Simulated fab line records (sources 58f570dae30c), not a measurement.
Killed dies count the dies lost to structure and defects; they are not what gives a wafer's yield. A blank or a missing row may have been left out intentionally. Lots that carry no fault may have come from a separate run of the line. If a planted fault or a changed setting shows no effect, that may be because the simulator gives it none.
Which tool did it?	flow berkeley cmos170	13 lots, 39 wafers sampled, at 2 steps of a route of 331

## WHAT EACH GAUGE READ, for each wafer
UCB170_PLDD_CD_MEAS_06 targets a cd of 1200 nm. Usual: 1200.3 nm for cd nm, sd 1.2.
lot	measured	on	cd nm (nm)	flag
L793	day 7 05:14	cd sem-01	1202.0 1202.0 1199.8	
L792	day 7 05:19	cd sem-02	1200.4 1200.3 1200.9	
L794	day 7 12:25	cd sem-01	1198.9 1200.5 1198.0	
L795	day 8 02:37	cd sem-02	1199.7 1200.1 1199.5	
L797	day 8 02:55	cd sem-02	1210.6 1211.7 1212.2	OFF
L803	day 9 00:11	cd sem-01	1210.0 1208.5 1210.6	OFF
L802	day 9 00:26	cd sem-01	1208.7 1209.2 1209.3	OFF
L801	day 9 00:43	cd sem-02	1199.1 1200.2 1200.1	
L800	day 9 00:59	cd sem-01	1205.1 1205.8 1205.3	OFF
L805	day 9 07:28	cd sem-02	1202.3 1202.4 1202.1	
L806	day 10 00:09	cd sem-01	1201.6 1201.2 1200.5	
L810	day 10 10:14	cd sem-01	1199.8 1199.4 1199.2	
L813	day 11 10:58	cd sem-02	1201.4 1201.8 1201.9	

## WHICH TOOL RAN EACH LOT (tool, then ch and the chambers of the sampled wafers, then the start)
lot	UCB170_PLDD_EXPOSE_03
L793	krf scanner-01 ch 0, day 7 04:19
L792	krf scanner-01 ch 0, day 7 04:23
L794	krf scanner-02 ch 0, day 7 12:02
L795	krf scanner-01 ch 0, day 8 01:32
L797	krf scanner-01 ch 0, day 8 02:04
L803	krf scanner-01 ch 0, day 8 23:40
L802	krf scanner-01 ch 0, day 8 23:54
L801	krf scanner-02 ch 0, day 9 00:17
L800	krf scanner-01 ch 0, day 9 00:35
L805	krf scanner-02 ch 0, day 9 07:04
L806	krf scanner-02 ch 0, day 9 23:46
L810	krf scanner-02 ch 0, day 10 09:26
L813	krf scanner-02 ch 0, day 11 10:35
- UCB170_PLDD_EXPOSE_03: exposes mask PSELECT, target cd 1200 nm.

## AS READ BY THE TOOLS THEMSELVES (means over the sampled wafers that have a number; for cases with no such wafer, the mark the record gives instead)
UCB170_PLDD_EXPOSE_03. Usual: 30.005 for exposure dose mJ cm2, sd 0.025.
lot	tool	exposure dose mJ cm2	flag
L793	krf scanner-01	30.038	
L792	krf scanner-01	30.007	
L794	krf scanner-02	30.009	
L795	krf scanner-01	30.004	
L797	krf scanner-01	31.922	OFF
L803	krf scanner-01	31.554	OFF
L802	krf scanner-01	31.502	OFF
L801	krf scanner-02	29.989	
L800	krf scanner-01	30.965	OFF
L805	krf scanner-02	30.023	
L806	krf scanner-02	29.994	
L810	krf scanner-02	29.990	
L813	krf scanner-02	29.999	

## THE ANSWER, worked out from the rows above alone
Rule: take the mean of a lot's wafers that have a number; if it is more than 3 standard deviations from the usual mean, the lot is off. Also off: a lot with no number at a reading for which 4 or more lots have one. Where the step has rows for the other lots, those lots are counted as sound. After the gauges, taken in route order, come the tools' own readings; for these a lot's mean is taken, as printed above. The first step at which some lot is off is used, and at that step the reading that is off furthest; a lot without a number counts as furthest.
Off at UCB170_PLDD_CD_MEAS_06 (cd nm): L797, L803, L802, L800.
If a tool, at a process step before that reading, ran all the lots that are off and no sound lot after the first of them, it fits. The gauges at UCB170_PLDD_CD_MEAS_06 aren't tried: what is off there is off at UCB170_PLDD_EXPOSE_03 too, on other tools, and a gauge's error can't cause that. One fits: krf scanner-01 at UCB170_PLDD_EXPOSE_03. Its last sound lot is L795 (day 8 01:32), its first lot that is off L797 (day 8 02:04): a fault that began between those two fits.
The tool's own readings at UCB170_PLDD_EXPOSE_03 bear it out: on the lots that are off they differ by more than 5 times the standard deviation of the sound lots' means. exposure dose mJ cm2 reads 31.486 there against 30.006 on the sound lots.

## WHAT THE SIMULATOR PUT IN
Process parameters drifting: krf scanner-01 at UCB170_PLDD_EXPOSE_03, beginning at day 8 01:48. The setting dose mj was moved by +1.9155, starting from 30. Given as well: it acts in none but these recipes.
Shown lots that were struck: L797, L803, L802, L800. Same finding as the rule above.
